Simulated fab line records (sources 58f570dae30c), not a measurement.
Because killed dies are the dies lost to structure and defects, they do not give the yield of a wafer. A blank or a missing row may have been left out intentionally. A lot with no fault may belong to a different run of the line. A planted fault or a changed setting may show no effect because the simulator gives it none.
What tool caused it? | flow berkeley-cmos170 | 18 wafers from 6 lots sampled at 4 of the route's 331 steps

WHAT THE GAUGES SHOWED, per wafer
UCB170_V2_THK_MEAS_01.
lot  | measured     | on            | V2_TEOS_THK (nm)
L749 | day 8 01:49  | film-metro-04 | 1965 1966 1965
L750 | day 8 07:56  | film-metro-01 | 1973 2014 2035
L751 | day 8 11:28  | film-metro-01 | 1937 1941 1957
L747 | day 8 20:11  | film-metro-04 | 2001 1993 2006
L762 | day 10 13:56 | film-metro-02 | 1941 1950 1958
L768 | day 11 14:49 | film-metro-01 | 1936 1973 2014

TOOL THAT RAN EACH LOT (tool first, then ch and the chambers of the sampled wafers, then the start)
lot  | UCB170_CONTACT_ETCH_18                        | UCB170_M1_PEB_07                  | UCB170_V2_CVD_00
L749 | rie-diel-02 ch 1,3, day 7 14:52 or earlier    | litho-track-03 ch 0, day 7 14:52  | pecvd-01 ch 1,2, day 8 01:39
L750 | rie-diel-02 ch 0,1,2, day 7 19:03 or earlier  | litho-track-03 ch 0, day 7 19:03  | pecvd-04 ch 1,2, day 8 07:47
L751 | rie-diel-02 ch 0,2, day 8 00:42 or earlier    | litho-track-01 ch 0, day 8 00:42  | pecvd-01 ch 0,1, day 8 11:19
L747 | rie-diel-04 ch 0,1, day 8 08:45 or earlier    | litho-track-01 ch 0, day 8 08:45  | pecvd-01 ch 1,2, day 8 20:01
L762 | rie-diel-04 ch 1,2,3, day 10 02:17 or earlier | litho-track-01 ch 0, day 10 02:17 | pecvd-01 ch 1,2, day 10 13:41
L768 | rie-diel-02 ch 0,2,3, day 11 03:15 or earlier | litho-track-03 ch 0, day 11 03:15 | pecvd-01 ch 1,2, day 11 14:39
- UCB170_CONTACT_ETCH_18: etches PSG in CHF3/CF4/Ar, stops on TiSi2, target depth 840 nm, time 195 s.
- UCB170_M1_PEB_07
- UCB170_V2_CVD_00: deposits SiO2 from TEOS/O2, target thk 2000 nm, time 250 s.

THE ANSWER, worked out from the rows above alone
Rule: the lots themselves supply what counts as usual. The widest of any qualifying gaps counts: lots, ordered by their means at a reading, are off when they make up no more than a third of the lots, leave a main group of 4 or more, and stand apart from it by 3 or more times the standard deviation of that group's means. If all means in a main group match to the digits the tables above print for the reading, that group is not used. A lot without any number at a reading at which 4 lots or more have one is off too. Where the step has rows for the other lots, those lots are counted as sound.
No lot is off at any reading shown: from this, nothing can be told.

WHAT THE SIMULATOR PUT IN
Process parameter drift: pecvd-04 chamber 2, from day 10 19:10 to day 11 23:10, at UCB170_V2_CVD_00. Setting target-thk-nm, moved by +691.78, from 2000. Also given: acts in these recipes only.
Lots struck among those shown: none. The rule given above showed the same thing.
